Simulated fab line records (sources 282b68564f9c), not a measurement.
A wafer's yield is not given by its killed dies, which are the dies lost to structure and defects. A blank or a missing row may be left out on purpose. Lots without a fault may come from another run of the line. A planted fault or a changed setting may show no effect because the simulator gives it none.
fab line records | flow rit-cmos
record: lots: 13 wafers: 38 last-day: 7
route steps=202 shown CONTACT@175 M1@202
lots with no fault: from the same line, run without faults
start-h: start of the lot's first displayed wafer, in hours after the record's first day | wait-h: hours elapsed since this lot's preceding step | " repeats the value in the row above | L1.1+2: a single row standing in for several wafers | - no value, or no start was given | * or withheld: withheld | < > ~ a bound
route shown NAME@n: NAME is a module with steps in the file, n the number in the route of the first one | usual: mean and standard deviation over wafers with no fault | same: alike in all rows | chamber/n: place in a boat | sites: per-site readings | _std_site: standard deviation across them | _edge_site: inner sites' mean taken away from outer sites' mean | radius-mm: for every site, how far away it sits from the centre of the wafer | mask NAME#n: copy n | behind: tool/chamber where the wafer was last shaped | hold: cause of the lot's hold/its duration in hours/its outcome | device: the transistor (n, p or np) that didn't switch | end of line: the tests these same wafers got at the end of their route | a step with no rows: only its recipe | killed: dies lost to structure and defects at the first sort, not the wafer's yield | map: dies across one wafer; x = killed, . = not, _ = none there
set.NAME: the run value of the setting; set.NAME@STEP: its run value at that earlier step | model.NAME: the simulator's own value behind a step, which no gauge read
one table for each step of the route and one row for each wafer, over a sample of lots
== steps ==
step: RIT_CONTACT_DEVELOP_07
recipe: resist: NOVOLAK develop-time-s: 120 dev-temp-c: 23
usual: developer-temp-C: 22.99/0.11
same: develop-time-s: 120
columns lot.wafer tool chamber start-h wait-h developer-temp-C
L697.2 litho-track-01 0 51 - 22.84
L697.3 " 0 " " 22.96
L697.5 " 0 " " 23.00
L698.4 litho-track-02 0 55 - 23.08
L698.5 " 0 " " 23.07
L698.6 " 0 " " 23.09
L699.1 litho-track-02 0 62 - 23.09
L699.3 " 0 " " 23.01
L699.5 " 0 " " 23.23
L700.2 litho-track-01 0 68 - 22.83
L700.3 " 0 " " 22.95
L700.5 " 0 " " 22.99
L706.1 litho-track-01 0 96 - 23.01
L706.3 " 0 " " 22.92
L706.6 " 0 " " 22.98
L707.1 litho-track-02 0 101 - 20.81
L707.2 " 0 " " 20.84
L707.3 " 0 " " 20.82
L702.2 litho-track-02 0 114 - 20.56
L702.3 " 0 " " 20.51
L711.3 litho-track-03 0 122 - 22.82
L711.4 " 0 " " 22.86
L711.5 " 0 " " 22.81
L712.2 litho-track-01 0 129 - 23.02
L712.3 " 0 " " 23.03
L712.5 " 0 " " 22.95
L714.1 litho-track-01 0 137 - 23.06
L714.3 " 0 " " 23.00
L714.6 " 0 " " 22.99
L715.3 litho-track-03 0 142 - 23.10
L715.4 " 0 " " 23.07
L715.6 " 0 " " 22.89
L719.3 litho-track-03 0 161 - 22.97
L719.4 " 0 " " 22.99
L719.6 " 0 " " 22.96
L720.1 litho-track-01 0 167 - 23.04
L720.2 " 0 " " 23.09
L720.6 " 0 " " 23.10
step: RIT_CONTACT_CD_MEAS_08
recipe: target-cd-nm: 1000
usual: cd-nm: 999.9/2.2
columns lot.wafer tool chamber start-h wait-h hold cd-nm
L697.2 cd-sem-01 - 51.77 - - 1001.7
L697.3 " - " " - 1000.3
L697.5 " - " " - 1001.3
L698.4 cd-sem-02 - 55.84 - - 1000.6
L698.5 " - " " - 1000.8
L698.6 " - " " - 999.7
L699.1 cd-sem-01 - 62.70 - - 996.0
L699.3 " - " " - 996.8
L699.5 " - " " - 997.5
L700.2 cd-sem-01 - 68.99 - - 1001.4
L700.3 " - " " - 1001.9
L700.5 " - " " - 1000.5
L706.1 cd-sem-01 - 96.48 - - 1000.8
L706.3 " - " " - 999.4
L706.6 " - " " - 997.8
L707.1 cd-sem-02 - 102.06 - await-dispo/0.2h/release 1015.6
L707.2 " - " " await-dispo/0.2h/release 1014.4
L707.3 " - " " await-dispo/0.2h/release 1014.9
L707.1 cd-sem-02 - 102.35 0.3 - 1015.1
L707.2 " - " " - 1014.0
L707.3 " - " " - 1015.4
L702.2 cd-sem-02 - 114.80 - - 1013.1
L702.3 " - " " - 1013.6
L711.3 cd-sem-02 - 122.25 - - 999.9
L711.4 " - " " - 1000.0
L711.5 " - " " - 999.9
L712.2 cd-sem-01 - 129.37 - - 1004.1
L712.3 " - " " - 1002.7
L712.5 " - " " - 1002.7
L714.1 cd-sem-02 - 137.73 - - 997.8
L714.3 " - " " - 998.0
L714.6 " - " " - 998.9
L715.3 cd-sem-02 - 143.04 - - 1000.7
L715.4 " - " " - 1001.2
L715.6 " - " " - 1001.0
L719.3 cd-sem-01 - 162.04 - - 1000.8
L719.4 " - " " - 1001.2
L719.6 " - " " - 999.7
L720.1 cd-sem-01 - 167.55 - - 1003.6
L720.2 " - " " - 1003.4
L720.6 " - " " - 1003.4
step: RIT_M1_PROBE_99
usual: killed_at_M0_to_M3: 0.0/0.16 killed-at-contacts: 0.1/0.3 killed-at-front-end: 7.1/3 killed-dies: 7.3/3 killed-open: 3.6/2 killed-short: 3.5/1.9
same: gross-dies: 264 killed_at_M4_up: 0 killed-at-back-side: 0 killed-at-other: 0
columns lot.wafer tool chamber start-h wait-h killed_at_M0_to_M3 killed-at-contacts killed-at-front-end killed-dies killed-open killed-short
L697.2 prober-01 - 56.96 0.1 0 0 9 9 5 3
L697.3 prober-01 - 57.01 0.2 0 0 10 10 5 4
L697.5 prober-01 - 57.11 0.2 0 0 11 11 3 6
L698.4 prober-02 - 61.09 0.2 0 0 11 11 5 6
L698.5 prober-02 - 61.14 0.2 0 0 8 8 6 2
L698.6 prober-02 - 61.19 0.2 0 0 12 12 4 8
L699.1 prober-01 - 68.17 0.1 0 0 8 8 2 6
L699.3 prober-01 - 68.27 0.2 0 0 9 9 4 5
L699.5 prober-01 - 68.37 0.2 0 0 11 11 6 5
L700.2 prober-02 - 74.51 0.1 1 0 7 8 4 3
L700.3 prober-02 - 74.56 0.2 1 0 3 4 0 3
L700.5 prober-02 - 74.66 0.2 0 0 13 13 7 6
L706.1 prober-02 - 102.21 0.1 0 0 4 4 1 3
L706.3 prober-02 - 102.31 0.2 0 0 5 5 4 1
L706.6 prober-02 - 102.46 0.2 0 0 3 3 1 2
L707.1 prober-01 - 115.08 0.1 0 0 11 11 5 6
L707.2 prober-01 - 115.13 0.1 0 0 11 11 7 4
L707.3 prober-01 - 115.18 0.2 0 0 11 11 6 5
L702.2 prober-02 - 120.02 0.1 0 0 11 11 7 4
L702.3 prober-02 - 120.07 0.2 0 0 11 11 8 3
L711.3 prober-01 - 128.77 0.2 0 0 5 5 3 2
L711.4 prober-01 - 128.82 0.2 0 0 9 9 2 7
L711.5 prober-01 - 128.87 0.2 0 0 4 4 1 3
L712.2 prober-02 - 134.56 0.1 0 0 7 7 4 3
L712.3 prober-02 - 134.61 0.2 0 0 6 6 3 3
L712.5 prober-02 - 134.71 0.2 0 1 1 2 1 1
L714.1 prober-02 - 143.18 0.1 0 0 10 10 5 5
L714.3 prober-02 - 143.28 0.2 0 0 7 7 5 2
L714.6 prober-02 - 143.43 0.2 0 0 6 6 2 4
L715.3 prober-01 - 148.54 0.2 0 0 9 9 5 4
L715.4 prober-01 - 148.59 0.2 0 0 9 9 2 7
L715.6 prober-01 - 148.69 0.2 0 0 3 3 1 2
L719.3 prober-01 - 167.27 0.2 0 0 6 6 2 4
L719.4 prober-01 - 167.32 0.2 0 0 7 7 6 1
L719.6 prober-01 - 167.42 0.2 0 0 3 3 2 1
L720.1 prober-02 - 172.97 0.1 0 0 10 10 5 5
L720.2 prober-02 - 173.02 0.1 0 0 2 2 0 2
L720.6 prober-02 - 173.22 0.2 0 0 4 4 2 2
killed by level:class
L697.2 GATE:geometric-particle:open=2 FOX1:geometric-particle:open=1 FOX2:geometric-particle:open=1 GATE:geometric-particle:short=1 REOX:geometric-particle:short=1 SPACER:geometric-particle:short=1 SILICIDE:geometric-particle:open=1 GATE:coat-microbubble-printed=1
L697.3 GATE:geometric-particle:open=4 GATE:geometric-particle:short=3 FOX2:geometric-particle:open=1 SPACER:geometric-particle:short=1 PWELL:coat-microbubble-printed=1
L697.5 SPACER:geometric-particle:short=3 GATE:geometric-particle:open=2 GATE:geometric-particle:short=2 PWELL:coat-microbubble-printed=2 SPACER:geometric-particle:open=1 SILICIDE:geometric-particle:short=1
L698.4 FOX1:geometric-particle:short=3 GATE:geometric-particle:open=3 FOX1:geometric-particle:open=1 FOX2:geometric-particle:open=1 REOX:geometric-particle:short=1 SPACER:geometric-particle:short=1 SILICIDE:geometric-particle:short=1
L698.5 GATE:geometric-particle:open=2 SILICIDE:geometric-particle:open=2 FOX2:geometric-particle:open=1 GATE:geometric-particle:short=1 REOX:geometric-particle:open=1 REOX:geometric-particle:short=1
L698.6 GATE:geometric-particle:open=4 GATE:geometric-particle:short=3 FOX1:geometric-particle:short=2 SPACER:geometric-particle:short=2 FOX2:geometric-particle:short=1
L699.1 SPACER:geometric-particle:short=3 GATE:geometric-particle:short=1 REOX:geometric-particle:open=1 REOX:geometric-particle:short=1 SILICIDE:geometric-particle:open=1 SILICIDE:geometric-particle:short=1
L699.3 GATE:geometric-particle:short=3 GATE:geometric-particle:open=3 SPACER:geometric-particle:open=1 SPACER:geometric-particle:short=1 SILICIDE:geometric-particle:short=1
L699.5 GATE:geometric-particle:short=3 GATE:geometric-particle:open=2 SPACER:geometric-particle:short=2 FOX2:geometric-particle:open=1 REOX:geometric-particle:open=1 SPACER:geometric-particle:open=1 SILICIDE:geometric-particle:open=1
L700.2 GATE:geometric-particle:open=3 GATE:geometric-particle:short=3 REOX:geometric-particle:open=1 M1:coat-microbubble-printed=1
L700.3 ACTIVE:geometric-particle:short=1 GATE:geometric-particle:short=1 SILICIDE:geometric-particle:short=1 M1:coat-microbubble-printed=1
L700.5 GATE:geometric-particle:short=4 GATE:geometric-particle:open=3 FOX2:geometric-particle:open=2 REOX:geometric-particle:open=2 SPACER:geometric-particle:short=1 SILICIDE:geometric-particle:short=1
L706.1 SILICIDE:geometric-particle:short=2 GATE:geometric-particle:open=1 REOX:geometric-particle:short=1
L706.3 SILICIDE:geometric-particle:open=2 FOX1:geometric-particle:open=1 GATE:geometric-particle:open=1 GATE:geometric-particle:short=1
L706.6 SPACER:geometric-particle:short=1 SILICIDE:geometric-particle:short=1 SILICIDE:geometric-particle:open=1
L707.1 FOX1:geometric-particle:short=3 GATE:geometric-particle:short=2 REOX:geometric-particle:open=2 FOX1:geometric-particle:open=1 REOX:geometric-particle:short=1 SPACER:geometric-particle:open=1 SILICIDE:geometric-particle:open=1
L707.2 SPACER:geometric-particle:open=3 REOX:geometric-particle:open=2 REOX:geometric-particle:short=2 GATE:geometric-particle:open=1 GATE:geometric-particle:short=1 SILICIDE:geometric-particle:short=1 SILICIDE:geometric-particle:open=1
L707.3 REOX:geometric-particle:open=3 FOX1:geometric-particle:short=2 SPACER:geometric-particle:open=2 REOX:geometric-particle:short=1 SPACER:geometric-particle:short=1 SILICIDE:geometric-particle:open=1 SILICIDE:geometric-particle:short=1
L702.2 FOX2:geometric-particle:open=3 FOX2:geometric-particle:short=3 GATE:geometric-particle:open=3 GATE:geometric-particle:short=1 SPACER:geometric-particle:open=1
L702.3 GATE:geometric-particle:open=5 FOX1:geometric-particle:open=2 FOX1:geometric-particle:short=1 FOX2:geometric-particle:short=1 SPACER:geometric-particle:open=1 REOX:geometric-particle:short=1
L711.3 SPACER:geometric-particle:open=2 FOX1:geometric-particle:short=1 GATE:geometric-particle:open=1 SPACER:geometric-particle:short=1
L711.4 FOX2:geometric-particle:short=2 GATE:geometric-particle:short=2 FOX1:geometric-particle:open=1 FOX1:geometric-particle:short=1 GATE:geometric-particle:open=1 REOX:geometric-particle:short=1 SPACER:geometric-particle:short=1
L711.5 SPACER:geometric-particle:short=2 FOX2:geometric-particle:open=1 GATE:geometric-particle:short=1
L712.2 SPACER:geometric-particle:open=2 GATE:geometric-particle:short=1 GATE:geometric-particle:open=1 SPACER:geometric-particle:short=1 SILICIDE:geometric-particle:open=1 SILICIDE:geometric-particle:short=1
L712.3 GATE:geometric-particle:short=2 GATE:geometric-particle:open=1 REOX:geometric-particle:open=1 REOX:geometric-particle:short=1 SPACER:geometric-particle:open=1
L712.5 FOX1:geometric-particle:open=1 CONTACT:geometric-particle:short=1
L714.1 GATE:geometric-particle:short=3 GATE:geometric-particle:open=2 FOX1:geometric-particle:open=1 REOX:geometric-particle:short=1 SPACER:geometric-particle:open=1 SPACER:geometric-particle:short=1 SILICIDE:geometric-particle:open=1
L714.3 FOX1:geometric-particle:open=2 SPACER:geometric-particle:open=2 GATE:geometric-particle:short=1 REOX:geometric-particle:short=1 SILICIDE:geometric-particle:open=1
L714.6 GATE:geometric-particle:open=2 SPACER:geometric-particle:short=2 ACTIVE:geometric-particle:short=1 GATE:geometric-particle:short=1
L715.3 GATE:geometric-particle:open=3 SPACER:geometric-particle:short=2 FOX1:geometric-particle:short=1 FOX1:geometric-particle:open=1 FOX2:geometric-particle:open=1 FOX2:geometric-particle:short=1
L715.4 GATE:geometric-particle:short=5 FOX1:geometric-particle:short=1 FOX1:geometric-particle:open=1 GATE:geometric-particle:open=1 REOX:geometric-particle:short=1
L715.6 GATE:geometric-particle:short=1 SPACER:geometric-particle:short=1 SPACER:geometric-particle:open=1
L719.3 FOX1:geometric-particle:short=2 ACTIVE:geometric-particle:short=1 REOX:geometric-particle:open=1 SILICIDE:geometric-particle:short=1 SILICIDE:geometric-particle:open=1
L719.4 GATE:geometric-particle:open=4 SPACER:geometric-particle:open=2 GATE:geometric-particle:short=1
L719.6 GATE:geometric-particle:open=2 SILICIDE:geometric-particle:short=1
L720.1 GATE:geometric-particle:open=2 GATE:geometric-particle:short=2 SILICIDE:geometric-particle:open=2 FOX1:geometric-particle:short=1 FOX2:geometric-particle:short=1 REOX:geometric-particle:open=1 SILICIDE:geometric-particle:short=1
L720.2 GATE:geometric-particle:short=1 SILICIDE:geometric-particle:short=1
L720.6 FOX1:geometric-particle:short=1 FOX1:geometric-particle:open=1 FOX2:geometric-particle:short=1 GATE:geometric-particle:open=1
== key ==
first-sign: step: RIT_CONTACT_DEVELOP_07 reading: developer-temp-C direction: down sigmas: 21 usual: * struck: *
effect: step: RIT_CONTACT_CD_MEAS_08 reading: visit direction: added
effect: step: RIT_CONTACT_CD_MEAS_08 reading: cd-nm direction: up sigmas: 6.6 usual: 999.9 struck: 1014.3
met-at RIT_CONTACT_DEVELOP_07
struck-lots L702,L707
tester-left-out L702,L707
onset-between 62 101
fault: kind: process-parameter-drift tool: litho-track-02 chamber: - onset-h: 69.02 steps: RIT_CONTACT_DEVELOP_07 channel: dev-temp-c offset: * shape: step end-h: 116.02 acts-in: * stated: *
tester-left-out: of these lots the tester's yield and bins aren't shown, on N5 and GAA mostly nor the transistor test; their killed dies are dies lost to structure and defects alone, not to doping, threshold or leakage, so they don't give the yield
